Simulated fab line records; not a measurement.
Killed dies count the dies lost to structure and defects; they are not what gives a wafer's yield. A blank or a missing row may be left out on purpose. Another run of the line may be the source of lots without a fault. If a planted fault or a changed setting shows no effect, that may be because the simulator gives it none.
Comparing a struck lot with a sound one    flow berkeleyCmos170    16 out of 331 route steps
Sound: these wafers, L821.2, L821.3, L821.4. Wafers L827.1, L827.4, L827.5 were the ones struck. The cause is given at the end.
Order at every step that has rows: each side's tool, ch and its chambers, its first start. Under that, the readings that differ: sound wafers    struck wafers    difference of the means    sigmas: that difference in standard deviations of wafers without a fault.
alike: same words and numbers on both sides, and readings whose means sit less than 2 such deviations apart. not compared: any withheld reading, any reading some wafer has no value for, any bound like >300 that may hide the same value, and any number with overlapping values for which the record gives no deviation.
The two part at a step that has a row with sigmas, a row that says differs or no value, or rows on one side only. Numbers that have no deviation but don't overlap get no sigmas and don't part them. Lack of a reading on every wafer of one side parts them only where that side has two or more wafers.

UCB170_M1_SPUTTER_00: material Al, target thk 600 nm, time 80 s.
  sound on pvdSputter-04 at day 9 03:05; struck on pvdSputter-04 at day 10 13:28
  alike: throttleValvePct
UCB170_M1_RS_MEAS_01: the measuring method here is four-point-probe.
  sound on filmMetro-02 at day 9 03:10; struck on filmMetro-01 at day 10 13:32
  alike: M1_AL_RS
UCB170_M1_THK_MEAS_02: measures by xrf.
  sound on filmMetro-02 at day 9 03:16; struck on filmMetro-01 at day 10 13:39
  alike: M1_AL_THK
then, 6 steps without rows for these wafers: UCB170_M1_COAT_03; UCB170_M1_COAT_04 (resist thk 900 nm); UCB170_M1_SOFTBAKE_05 (time 60 s); UCB170_M1_EXPOSE_06 (exposes mask METAL1, target cd 700 nm); UCB170_M1_PEB_07; UCB170_M1_DEVELOP_08 (develop time 45 s).
UCB170_M1_CD_MEAS_09: target cd 700 nm.
  sound on cdSem-01 at day 9 04:20; struck on cdSem-02 at day 10 14:46
  alike: cdNm
UCB170_M1_OVL_MEAS_10:
  sound on overlay-02 at day 9 04:27; struck on overlay-02 at day 10 14:53
  alike: M1_OVL
UCB170_M1_ETCH_11: etches BARC in N2/H2.
  sound on rieDiel-02 ch 0,2,3, day 9 04:29; struck on rieDiel-02 ch 0,2,3, day 10 14:55
  alike: biasW, chamberPressureMTorr, drypumpMotorCurrentA, n2FlowSccm, oesProductAu, throttleValvePct
UCB170_M1_METAL_ETCH_12: etches Al in Cl2/BCl3, stops on PSG, target depth 780 nm, time 130 s.
  sound on rieMetal-04 ch 0,1, day 9 04:31; struck on rieMetal-02 ch 0, day 10 14:58
  no value came back on the struck wafers for any of 5 readings (bcl3FlowSccm (sccm), biasW (W) and others); on the sound wafers bcl3FlowSccm (sccm) reads 44.82 44.70 45.07
reading                                 sound              struck             difference  sigmas
model.KrF_of_M1_COAT_04.thkNm (nm)      432.1 429.3 447    881.2 883.3 885.2  +447.1      
model.PSG_of_CONTACT_CVD_01.thkNm (nm)  656.6 652.9 658.9  687.1 692.9 688.8  +33.5       
  not compared: rfHoursCounterH
UCB170_M1_STRIP_13: strips in O2.
  sound on plasmaAsher-03 ch 0,1, day 9 06:35; struck on plasmaAsher-01 ch 0,1, day 10 15:06
  alike: drypumpMotorCurrentA, oesProductAu
  not compared: rfHoursCounterH
UCB170_M1_CD_MEAS_90: target cd 700 nm.
  sound on cdSem-02 at day 9 06:42; struck on cdSem-02 at day 10 15:12
reading    sound              struck  difference                     sigmas
cdNm (nm)  698.6 700.6 701.7  - - -   no value on the struck wafers  
then, 1 step without rows for these wafers: UCB170_M1_ANNEAL_14 (time 1200 s).

## WHERE THEY PART
At UCB170_M1_METAL_ETCH_12 first; at UCB170_M1_CD_MEAS_90 last (within this record only).

WHY: whatever the simulator had introduced
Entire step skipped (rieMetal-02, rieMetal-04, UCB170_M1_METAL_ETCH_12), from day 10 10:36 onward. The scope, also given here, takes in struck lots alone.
